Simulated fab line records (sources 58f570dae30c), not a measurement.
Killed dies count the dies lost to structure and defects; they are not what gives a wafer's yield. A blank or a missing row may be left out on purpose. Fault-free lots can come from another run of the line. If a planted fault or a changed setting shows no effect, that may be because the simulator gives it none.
Which tool was responsible? || flow berkeley_cmos170 || 14 lots (42 wafers sampled), 1 step of a 331-step route

== WHAT THE GAUGES SHOWED, per wafer ==
No reading from a measuring or inspecting step in the record can be judged against a usual standard deviation.

== TOOL THAT RAN EACH LOT (tool first, then ch and the chambers of the sampled wafers, then the start) ==
{"lot": "L932", "UCB170_NWELL_PEB_10": "litho_track-01 ch 0, day 2 12:47"}
{"lot": "L933", "UCB170_NWELL_PEB_10": "litho_track-04 ch 0, day 2 13:05"}
{"lot": "L934", "UCB170_NWELL_PEB_10": "litho_track-03 ch 0, day 2 17:03"}
{"lot": "L935", "UCB170_NWELL_PEB_10": "litho_track-01 ch 0, day 2 21:43"}
{"lot": "L937", "UCB170_NWELL_PEB_10": "litho_track-03 ch 0, day 3 07:05"}
{"lot": "L936", "UCB170_NWELL_PEB_10": "litho_track-03 ch 0, day 3 07:20"}
{"lot": "L940", "UCB170_NWELL_PEB_10": "litho_track-01 ch 0, day 3 22:28"}
{"lot": "L943", "UCB170_NWELL_PEB_10": "litho_track-03 ch 0, day 4 10:36"}
{"lot": "L945", "UCB170_NWELL_PEB_10": "litho_track-03 ch 0, day 4 18:03"}
{"lot": "L949", "UCB170_NWELL_PEB_10": "litho_track-04 ch 0, day 5 19:56"}
{"lot": "L951", "UCB170_NWELL_PEB_10": "litho_track-03 ch 0, day 6 01:04"}
{"lot": "L952", "UCB170_NWELL_PEB_10": "litho_track-03 ch 0, day 6 06:33"}
{"lot": "L954", "UCB170_NWELL_PEB_10": "litho_track-04 ch 0, day 6 16:05"}
{"lot": "L955", "UCB170_NWELL_PEB_10": "litho_track-01 ch 0, day 7 00:07"}
- UCB170_NWELL_PEB_10

== WHAT THE TOOLS THEMSELVES READ (means of the sampled wafers that have a number; where no wafer has one, the mark that the record gives instead) ==
UCB170_NWELL_PEB_10. Usual: heater_power_total_W 56.80 W, standard deviation 0.048; plate_temp_C 130.02 C, standard deviation 0.14.
{"lot": "L932", "tool": "litho_track-01", "heater_power_total_W (W)": 56.78, "plate_temp_C (C)": 130.33, "flag": ""}
{"lot": "L933", "tool": "litho_track-04", "heater_power_total_W (W)": 56.80, "plate_temp_C (C)": 129.97, "flag": ""}
{"lot": "L934", "tool": "litho_track-03", "heater_power_total_W (W)": 56.79, "plate_temp_C (C)": 130.19, "flag": ""}
{"lot": "L935", "tool": "litho_track-01", "heater_power_total_W (W)": 56.79, "plate_temp_C (C)": 130.01, "flag": ""}
{"lot": "L937", "tool": "litho_track-03", "heater_power_total_W (W)": 56.79, "plate_temp_C (C)": 130.02, "flag": ""}
{"lot": "L936", "tool": "litho_track-03", "heater_power_total_W (W)": 56.81, "plate_temp_C (C)": 129.88, "flag": ""}
{"lot": "L940", "tool": "litho_track-01", "heater_power_total_W (W)": 56.76, "plate_temp_C (C)": 129.98, "flag": ""}
{"lot": "L943", "tool": "litho_track-03", "heater_power_total_W (W)": 56.77, "plate_temp_C (C)": 129.75, "flag": ""}
{"lot": "L945", "tool": "litho_track-03", "heater_power_total_W (W)": 56.78, "plate_temp_C (C)": 130.00, "flag": ""}
{"lot": "L949", "tool": "litho_track-04", "heater_power_total_W (W)": 56.83, "plate_temp_C (C)": 129.95, "flag": ""}
{"lot": "L951", "tool": "litho_track-03", "heater_power_total_W (W)": 53.16, "plate_temp_C (C)": 123.63, "flag": "OFF"}
{"lot": "L952", "tool": "litho_track-03", "heater_power_total_W (W)": 53.16, "plate_temp_C (C)": 123.45, "flag": "OFF"}
{"lot": "L954", "tool": "litho_track-04", "heater_power_total_W (W)": 56.82, "plate_temp_C (C)": 130.03, "flag": ""}
{"lot": "L955", "tool": "litho_track-01", "heater_power_total_W (W)": 56.82, "plate_temp_C (C)": 129.97, "flag": ""}

== THE ANSWER, worked out from the rows above alone ==
Rule: lot off if the mean of its wafers having a number is beyond 3 standard deviations from the usual mean. Also off: a lot with no number at a reading for which 4 or more lots have one. All remaining lots with rows at the step are treated as sound. Order of review: gauges by route order, followed by the tools' own readings, for which a lot's mean as printed above is used. At the first step where some lot is off, the reading lying furthest off is the one used; lots without a number count as furthest.
Off, at UCB170_NWELL_PEB_10 on heater_power_total_W: L951, L952.
A tool fits if, at that step or a process step before it, it ran every lot that is off, and no sound lot after the first of them. One fits: litho_track-03 at UCB170_NWELL_PEB_10. Its last sound lot is L945 (day 4 18:03), its first lot that is off L951 (day 6 01:04): a fault that began between those two fits.
The tool's own readings at UCB170_NWELL_PEB_10 bear it out: on the lots that are off they differ by more than 5 times the standard deviation of the sound lots' means. heater_power_total_W reads 53.16 W there against 56.80 W on the sound lots; plate_temp_C reads 123.54 C there against 130.01 C on the sound lots.

== WHAT THE SIMULATOR HAD INSERTED ==
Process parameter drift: litho_track-03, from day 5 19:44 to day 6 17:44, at UCB170_NWELL_PEB_10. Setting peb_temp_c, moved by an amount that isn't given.
Lots struck among those shown: L951, L952. Same finding as the rule above.
